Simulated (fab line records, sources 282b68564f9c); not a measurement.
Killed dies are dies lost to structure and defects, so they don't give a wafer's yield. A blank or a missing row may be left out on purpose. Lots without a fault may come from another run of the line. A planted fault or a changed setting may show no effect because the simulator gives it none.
fab line records | flow rit_cmos
record lots=6 wafers=18 last_day=7
route steps=202 shown PSD@144 SDANNEAL@153 NSD@158 PLDD@159 NLDD@160 M1@202
lots that met no fault: from a run of the same line without faults
start_h: hours from the record's first day to the start of the lot's first wafer shown | wait_h: hours since the lot's step before | " the same as in the row above | L1.1+2: a row that stands for several wafers | - no value, or no start given | * or withheld: withheld | < > ~ a bound
route shown NAME@n: a module of which the file shows steps, and the number in the route of the first | usual: mean/standard deviation of fault-free wafers | same: alike in all rows | chamber/n: place in a boat | sites: the reading at each site | _std_site: their standard deviation | _edge_site: outer sites' mean less inner sites' | radius_mm: how far each site lies from the wafer's centre | mask NAME#n: copy n | behind: the tool/chamber that last shaped the wafer | hold: why the lot was held/for how many hours/how that ended | device: the transistor (n, p or np) that didn't switch | end of line: the same wafers' tests at the end of the route | a step without rows: its recipe alone | killed: dies lost to structure and defects at the first sort, not the wafer's yield | map: a wafer's dies, x killed, . not, _ none there
set.NAME: the setting as run; set.NAME@STEP: as run at that earlier step | model.NAME: the simulator's own value behind a step, which no gauge read
lots at some steps of the route; a table a step, a row a wafer
services: from which hour (start_h, from the record's first day; less than 0 if before it) a tool's chamber was out of use, for how many hours, and why
## steps
# step RIT_PSD_SOFTBAKE_02
# recipe resist=NOVOLAK temp_c=90 time_s=60
# step RIT_PSD_EXPOSE_03
# recipe mask_id=M10 na=0.57 target_cd_nm=40900 dose_mj=250
# step RIT_PSD_PEB_04
# recipe resist=NOVOLAK temp_c=withheld time_s=withheld
# step RIT_PSD_DEVELOP_05
# recipe resist=NOVOLAK develop_time_s=50 dev_temp_c=23
# step RIT_PSD_OVL_MEAS_06
# usual PSD_OVL=-0.6/1.2
# columns lot.wafer tool chamber start_h wait_h PSD_OVL[nm]
L282.1 overlay-01 - 60.33 - -0.2
L282.3 " - " " 0.1
L282.5 " - " " -1.6
L285.2 overlay-01 - 80.49 - -2.8
L285.3 " - " " -2.0
L285.4 " - " " -1.7
L297.1 overlay-02 - 133.83 - -0.5
L297.3 " - " " 2.2
L297.5 " - " " -0.2
L298.1 overlay-01 - 140.12 - -2.8
L298.2 " - " " 1.1
L298.6 " - " " -1.4
L299.2 overlay-01 - 144.97 - -1.9
L299.3 " - " " -2.2
L299.6 " - " " -0.9
L302.2 overlay-01 - 165.74 - -1.5
L302.4 " - " " -0.6
L302.6 " - " " -0.1
# step RIT_PSD_HARDBAKE_07
# recipe resist=NOVOLAK temp_c=140 time_s=60
# step RIT_PSD_IMPLANT_08
# recipe species=BF2 energy_kev=27 dose_cm2=5e+15 tilt_deg=7
# step RIT_PSD_STRIP_09
# recipe chemistry=O2 time_s=180 resist=NOVOLAK platen_temp_c=withheld power_w=500 pressure_mtorr=4000 o2_flow_sccm=4000
# usual drypump_motor_current_A=5.87/0.27
# columns lot.wafer tool chamber start_h wait_h drypump_motor_current_A rf_hours_counter_h
L282.1 plasma_asher-01 0 60.67 0.1 6.04 40
L282.3 " 0 " " 6.03 -
L282.5 " 1 " " 5.54 -
L285.2 plasma_asher-02 1 80.82 0.1 5.91 44
L285.3 " 0 " " 6.14 -
L285.4 " 1 " " 5.90 -
L297.1 plasma_asher-02 1 134.17 0.1 5.89 50
L297.3 " 1 " " 5.91 -
L297.5 " 1 " " 5.90 -
L298.1 plasma_asher-02 0 140.46 0.1 6.18 51
L298.2 " 1 " " 5.90 51
L298.6 " 1 " " 5.90 -
L299.2 plasma_asher-01 0 145.30 0.1 5.99 3
L299.3 " 1 " " 5.55 -
L299.6 " 1 " " 5.55 -
L302.2 plasma_asher-01 0 166.07 0.1 6.00 5
L302.4 " 0 " " 6.00 -
L302.6 " 0 " " 5.99 -
# step RIT_PSD_TW_MEAS_10
# usual PSD_TW=3413/33
# columns lot.wafer tool chamber start_h wait_h PSD_TW
L282.1 film_metro-01 - 60.84 0.1 3419
L282.3 " - " " 3442
L282.5 " - " " 3455
L285.2 film_metro-03 - 81.01 0.1 3367
L285.3 " - " " 3392
L285.4 " - " " 3376
L297.1 film_metro-03 - 134.35 0.1 3422
L297.3 " - " " 3417
L297.5 " - " " 3413
L298.1 film_metro-03 - 140.63 0.1 3418
L298.2 " - " " 3408
L298.6 " - " " 3434
L299.2 film_metro-03 - 145.48 0.1 3397
L299.3 " - " " 3388
L299.6 " - " " 3381
L302.2 film_metro-01 - 166.25 0.1 3460
L302.4 " - " " 3460
L302.6 " - " " 3477
# step RIT_SDANNEAL_CLEAN_00
# recipe chemistry=SC1 mix=3:3:50 time_s=600 temp_c=75
# step RIT_SDANNEAL_CLEAN_01
# recipe chemistry=dHF dilution=50:1 time_s=30
# step RIT_SDANNEAL_CLEAN_02
# recipe chemistry=SC2 mix=3:3:50 time_s=600 temp_c=75 dry=n2_spin
# step RIT_SDANNEAL_RTA_03
# recipe temp_c=1050 time_s=5 idle_temp_c=600 ramp_up_c_per_s=342 ramp_down_c_per_s=171 cool_to_c=600 ambient=N2
# usual wafer_temp_C_max=1053.5/1.3
# columns lot.wafer tool chamber start_h wait_h wafer_temp_C_max
L282.1 rtp_anneal-01 0 61.79 0.0 1052.5
L282.3 " 0 " " 1050.5
L282.5 " 0 " " 1052.4
L285.2 rtp_anneal-02 0 81.44 0.0 1055.6
L285.3 " 0 " " 1055.4
L285.4 " 0 " " 1054.5
L297.1 rtp_anneal-02 0 134.77 0.0 1047.9
L297.3 " 0 " " 1044.6
L297.5 " 0 " " 1044.6
L298.1 rtp_anneal-01 0 141.06 0.0 1051.9
L298.2 " 0 " " 1053.6
L298.6 " 0 " " 1051.8
L299.2 rtp_anneal-02 0 145.92 0.0 1045.2
L299.3 " 0 " " 1045.2
L299.6 " 0 " " 1044.4
L302.2 rtp_anneal-01 0 166.68 0.0 1053.1
L302.4 " 0 " " 1052.5
L302.6 " 0 " " 1052.3
# step RIT_SDANNEAL_RS_MEAS_04
# recipe thk_meas_gauge=four-point-probe
# usual PSD_RS=115.89/0.28
# columns lot.wafer tool chamber start_h wait_h PSD_RS[ohm/sq]
L282.1 film_metro-01 - 61.85 0.0 116.21
L282.3 " - " " 116.11
L282.5 " - " " 115.72
L285.2 film_metro-01 - 81.50 0.1 115.40
L285.3 " - " " 115.62
L285.4 " - " " 115.65
L297.1 film_metro-02 - 134.83 0.0 121.92
L297.3 " - " " 121.95
L297.5 " - " " 121.88
L298.1 film_metro-01 - 141.12 0.0 115.63
L298.2 " - " " 115.71
L298.6 " - " " 115.84
L299.2 film_metro-02 - 145.99 0.1 121.04
L299.3 " - " " 121.50
L299.6 " - " " 121.24
L302.2 film_metro-02 - 166.75 0.1 115.98
L302.4 " - " " 116.07
L302.6 " - " " 115.70
# step RIT_SDANNEAL_RS_MEAS_05
# recipe thk_meas_gauge=four-point-probe
# usual NSD_RS=84.5/0.32
# columns lot.wafer tool chamber start_h wait_h NSD_RS[ohm/sq]
L282.1 film_metro-01 - 61.97 0.1 83.9
L282.3 " - " " 84.1
L282.5 " - " " 84.2
L285.2 film_metro-01 - 81.62 0.1 84.3
L285.3 " - " " 84.6
L285.4 " - " " 84.6
L297.1 film_metro-02 - 134.95 0.1 85.2
L297.3 " - " " 85.3
L297.5 " - " " 85.3
L298.1 film_metro-01 - 141.24 0.1 85.0
L298.2 " - " " 84.5
L298.6 " - " " 84.9
L299.2 film_metro-02 - 146.11 0.1 84.4
L299.3 " - " " 84.4
L299.6 " - " " 84.2
L302.2 film_metro-02 - 166.87 0.1 84.5
L302.4 " - " " 84.2
L302.6 " - " " 84.4
# step RIT_SDANNEAL_RS_MEAS_06
# recipe thk_meas_gauge=four-point-probe
# usual PLDD_RS=178.6/0.46
# columns lot.wafer tool chamber start_h wait_h PLDD_RS[ohm/sq]
L282.1 film_metro-01 - 62.09 0.1 178.1
L282.3 " - " " 178.1
L282.5 " - " " 178.0
L285.2 film_metro-01 - 81.74 0.1 178.3
L285.3 " - " " 178.2
L285.4 " - " " 178.1
L297.1 film_metro-02 - 135.07 0.1 183.6
L297.3 " - " " 184.0
L297.5 " - " " 184.3
L298.1 film_metro-01 - 141.36 0.1 178.6
L298.2 " - " " 178.2
L298.6 " - " " 179.0
L299.2 film_metro-02 - 146.23 0.1 183.9
L299.3 " - " " 183.5
L299.6 " - " " 184.0
L302.2 film_metro-02 - 166.99 0.1 178.7
L302.4 " - " " 178.4
L302.6 " - " " 178.7
# step RIT_SDANNEAL_RS_MEAS_07
# recipe thk_meas_gauge=four-point-probe
# usual NLDD_RS=151.5/0.54
# columns lot.wafer tool chamber start_h wait_h NLDD_RS[ohm/sq]
L282.1 film_metro-01 - 62.21 0.1 151.6
L282.3 " - " " 151.6
L282.5 " - " " 151.2
L285.2 film_metro-01 - 81.86 0.1 151.5
L285.3 " - " " 151.8
L285.4 " - " " 151.5
L297.1 film_metro-02 - 135.19 0.1 152.2
L297.3 " - " " 152.0
L297.5 " - " " 152.2
L298.1 film_metro-01 - 141.48 0.1 151.1
L298.2 " - " " 151.3
L298.6 " - " " 151.2
L299.2 film_metro-02 - 146.35 0.1 152.1
L299.3 " - " " 151.7
L299.6 " - " " 151.9
L302.2 film_metro-02 - 167.11 0.1 150.9
L302.4 " - " " 151.0
L302.6 " - " " 150.3
# step RIT_M1_PROBE_99
# usual killed_at_contacts=0.1/0.32 killed_at_front_end=6/3.1 killed_dies=7/3.2 killed_open=3.1/1.9 killed_short=3.5/2.2
# same gross_dies=264 killed_at_M0_to_M3=0 killed_at_M4_up=0 killed_at_back_side=0 killed_at_other=0
# columns lot.wafer tool chamber start_h wait_h killed_at_contacts killed_at_front_end killed_dies killed_open killed_short model.etest.contact_pplus.end_ohm_um model.etest.contact_nplus.end_ohm_um model.etest.vpnp.gain model.etest.diode_pplus_comb.cj_ff_um2 model.etest.diode_pplus_nwell.cj_ff_um2 model.etest.cap_p_gate.vfb_v
L282.1 prober-02 - 69.25 0.1 0 10 10 4 6 44.93 40.23 1.02 2.015 1.724 0.9649
L282.3 prober-02 - 69.35 0.2 0 6 6 3 3 44.41 40.1 1.043 2.013 1.715 0.9601
L282.5 prober-02 - 69.45 0.2 0 5 5 3 2 44.61 40.83 1.015 2.019 1.736 0.9672
L285.2 prober-02 - 89.68 0.1 0 5 5 3 2 44.06 41.65 1.08 1.982 1.685 0.9741
L285.3 prober-02 - 89.73 0.2 0 7 7 3 4 43.89 41.66 1.07 1.98 1.686 0.9692
L285.4 prober-02 - 89.78 0.2 1 9 10 7 3 43.6 41.46 1.076 1.989 1.685 0.9714
L297.1 prober-02 - 142.25 0.1 1 2 3 3 0 45.63 39.43 0.9788 1.942 1.643 0.9602
L297.3 prober-02 - 142.35 0.2 0 5 5 2 3 45.1 40.54 0.9648 1.95 1.644 0.9557
L297.5 prober-02 - 142.45 0.2 0 13 13 5 8 48.02 39.57 0.9641 1.941 1.642 0.9577
L298.1 prober-01 - 148.54 0.1 1 6 7 5 2 43.97 42.58 1.025 1.999 1.727 0.9623
L298.2 prober-01 - 148.59 0.1 0 6 6 3 3 44.17 41.89 1.037 2.001 1.709 0.9585
L298.6 prober-01 - 148.79 0.2 0 5 5 5 0 44.25 41.17 1.036 2.004 1.709 0.9605
L299.2 prober-02 - 153.40 0.1 0 5 5 3 2 46 38.98 0.988 1.957 1.65 0.9564
L299.3 prober-02 - 153.45 0.2 0 6 6 2 4 46.25 39.55 1.011 1.958 1.645 0.9589
L299.6 prober-02 - 153.60 0.2 0 2 2 2 0 44.36 39.46 0.9824 1.947 1.637 0.9609
L302.2 prober-02 - 174.33 0.1 0 12 12 6 6 44.07 42.07 1.059 1.991 1.68 0.9652
L302.4 prober-02 - 174.43 0.2 0 4 4 2 2 44.37 41.62 1.048 1.998 1.681 0.9636
L302.6 prober-02 - 174.53 0.2 0 5 5 3 2 43.76 41.71 1.079 1.993 1.679 0.962
# killed by level:class
L282.1 FOX1:geometric_particle:short=2 REOX:geometric_particle:short=2 FOX2:geometric_particle:open=1 GATE:geometric_particle:short=1 GATE:geometric_particle:open=1 SPACER:geometric_particle:open=1 SILICIDE:geometric_particle:short=1 SILICIDE:geometric_particle:open=1
L282.3 FOX1:geometric_particle:open=2 SPACER:geometric_particle:short=2 FOX2:geometric_particle:open=1 FOX2:geometric_particle:short=1
L282.5 ACTIVE:geometric_particle:open=1 FOX2:geometric_particle:short=1 GATE:geometric_particle:open=1 SPACER:geometric_particle:short=1 SPACER:geometric_particle:open=1
L285.2 SILICIDE:geometric_particle:open=2 GATE:geometric_particle:open=1 GATE:geometric_particle:short=1 SPACER:geometric_particle:short=1
L285.3 GATE:geometric_particle:short=2 FOX1:geometric_particle:open=1 GATE:geometric_particle:open=1 REOX:geometric_particle:short=1 SPACER:geometric_particle:open=1 SPACER:geometric_particle:short=1
L285.4 SPACER:geometric_particle:open=3 SILICIDE:geometric_particle:short=2 FOX1:geometric_particle:short=1 FOX2:geometric_particle:open=1 GATE:geometric_particle:open=1 SILICIDE:geometric_particle:open=1 CONTACT:geometric_particle:open=1
L297.1 GATE:geometric_particle:open=2 CONTACT:geometric_particle:open=1
L297.3 GATE:geometric_particle:open=2 GATE:geometric_particle:short=1 SPACER:geometric_particle:short=1 SILICIDE:geometric_particle:short=1
L297.5 GATE:geometric_particle:short=4 GATE:geometric_particle:open=3 FOX1:geometric_particle:short=1 FOX2:geometric_particle:open=1 FOX2:geometric_particle:short=1 REOX:geometric_particle:open=1 SPACER:geometric_particle:short=1 SILICIDE:geometric_particle:short=1
L298.1 SILICIDE:geometric_particle:open=3 FOX1:geometric_particle:open=1 GATE:geometric_particle:open=1 GATE:geometric_particle:short=1 CONTACT:geometric_particle:short=1
L298.2 FOX2:geometric_particle:open=3 GATE:geometric_particle:short=2 REOX:geometric_particle:short=1
L298.6 FOX1:geometric_particle:open=1 FOX2:geometric_particle:open=1 GATE:geometric_particle:open=1 REOX:geometric_particle:open=1 SPACER:geometric_particle:open=1
L299.2 GATE:geometric_particle:open=2 FOX1:geometric_particle:short=1 GATE:geometric_particle:short=1 REOX:geometric_particle:open=1
L299.3 REOX:geometric_particle:short=2 FOX1:geometric_particle:short=1 GATE:geometric_particle:short=1 GATE:geometric_particle:open=1 SPACER:geometric_particle:open=1
L299.6 GATE:geometric_particle:open=2
L302.2 REOX:geometric_particle:open=4 GATE:geometric_particle:open=2 GATE:geometric_particle:short=2 REOX:geometric_particle:short=2 FOX2:geometric_particle:short=1 SPACER:geometric_particle:short=1
L302.4 GATE:geometric_particle:short=2 GATE:geometric_particle:open=1 SILICIDE:geometric_particle:open=1
L302.6 SPACER:geometric_particle:open=2 GATE:geometric_particle:short=1 REOX:geometric_particle:open=1 SPACER:geometric_particle:short=1
## services
# columns tool chamber start_h hours kind
plasma_asher-01 - 43.43 1.2 repair
plasma_asher-01 - 108.75 9.0 pm
plasma_asher-01 0 108.75 9.0 vent_cycle
plasma_asher-01 1 108.75 9.0 vent_cycle
plasma_asher-01 0 117.75 - clean
plasma_asher-01 1 117.75 - clean
## key
first_sign step=RIT_SDANNEAL_RTA_03 reading=wafer_temp_C_max direction=down sigmas=6.3 usual=* struck=*
effect step=RIT_SDANNEAL_RS_MEAS_04 reading=PSD_RS direction=up sigmas=20 usual=115.89 struck=121.59
effect step=RIT_SDANNEAL_RS_MEAS_06 reading=PLDD_RS direction=up sigmas=11 usual=178.6 struck=183.9
model_effect step=RIT_M1_PROBE_99 value=etest.contact_pplus.end_ohm_um without=43.43 struck=45.89
met_at RIT_SDANNEAL_RTA_03
struck_wafers L297.1,L297.3,L297.5,L299.2,L299.3,L299.6
tester_left_out L297,L299
onset_between 81.44 134.77
fault kind=process_parameter_drift tool=rtp_anneal-02 chamber=- onset_h=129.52 steps=RIT_SDANNEAL_RTA_03 channel=temp_c offset=* shape=step end_h=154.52 acts_in=* stated=*
# tester_left_out: of these lots the tester's yield and bins aren't shown, on N5 and GAA mostly nor the transistor test; their killed dies are dies lost to structure and defects alone, not to doping, threshold or leakage, so they don't give the yield
